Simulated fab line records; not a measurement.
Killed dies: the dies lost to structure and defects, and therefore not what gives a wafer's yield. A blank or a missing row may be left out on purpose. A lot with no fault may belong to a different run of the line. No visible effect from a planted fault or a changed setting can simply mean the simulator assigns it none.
Chamber matching ; flow berkeley cmos170 ; UCB170_START_CLEAN_01 on wet bench-03: 4 sister chambers
The step cleans in dHF, time 60 s. 20 wafers are shown with their chamber, then 10 later ones without.

EACH WAFER AND ITS CHAMBER
wafer;chamber;run length s (s)
L116.1;0;92.3
L116.2;0;92.3
L116.6;0;92.3
L117.2;2;91.6
L117.4;2;91.6
L117.6;2;91.6
L118.2;1;86.9
L118.4;1;86.9
L118.6;1;86.9
L120.1;2;84.7
L120.2;2;84.7
L120.4;2;84.7
L129.2;3;86.8
L129.4;3;86.8
L129.6;3;86.8
L131.2;0;91.8
L131.3;0;91.8
L131.6;0;91.8
L133.1;2;86.1
L133.2;2;86.1

SIGNATURES (means of the wafers above)
reading;chamber 0;chamber 1;chamber 2;chamber 3;scatter within a chamber
run length s;92.050;86.900;87.638;86.800;2.21
Rule: a wafer lies at a distance from a chamber equal to the root of the sum of squares, over the readings, of (its reading less the chamber's mean, divided by the reading's scatter). The wafer belongs to the nearest chamber; if the next one is less than 2 further off, it can't be placed. The scatter: take each reading less its chamber's mean, square it, sum over the shown wafers, divide by the number of wafers less the number of chambers, and take the root.

WAFERS WHOSE CHAMBER IS MISSING
wafer;run length s (s)
L133.4;86.1
L134.1;85.6
L134.5;85.6
L134.6;85.6
L136.1;85.2
L136.2;85.2
L136.3;85.2
L137.3;86.1
L137.4;86.1
L137.5;86.1

WHICH CHAMBER EACH ONE RAN IN
wafer;from the rows above;in truth
L133.4;can't be placed: 3 or 1 or 2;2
L134.1;can't be placed: 3 or 1 or 2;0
L134.5;can't be placed: 3 or 1 or 2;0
L134.6;can't be placed: 3 or 1 or 2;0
L136.1;can't be placed: 3 or 1 or 2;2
L136.2;can't be placed: 3 or 1 or 2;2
L136.3;can't be placed: 3 or 1 or 2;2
L137.3;can't be placed: 3 or 1 or 2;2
L137.4;can't be placed: 3 or 1 or 2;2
L137.5;can't be placed: 3 or 1 or 2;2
Correctly placed: 0 of 10. Cannot be placed on the basis of these rows: 10; the candidates contain the true chamber in 7. 0 placed wrongly.
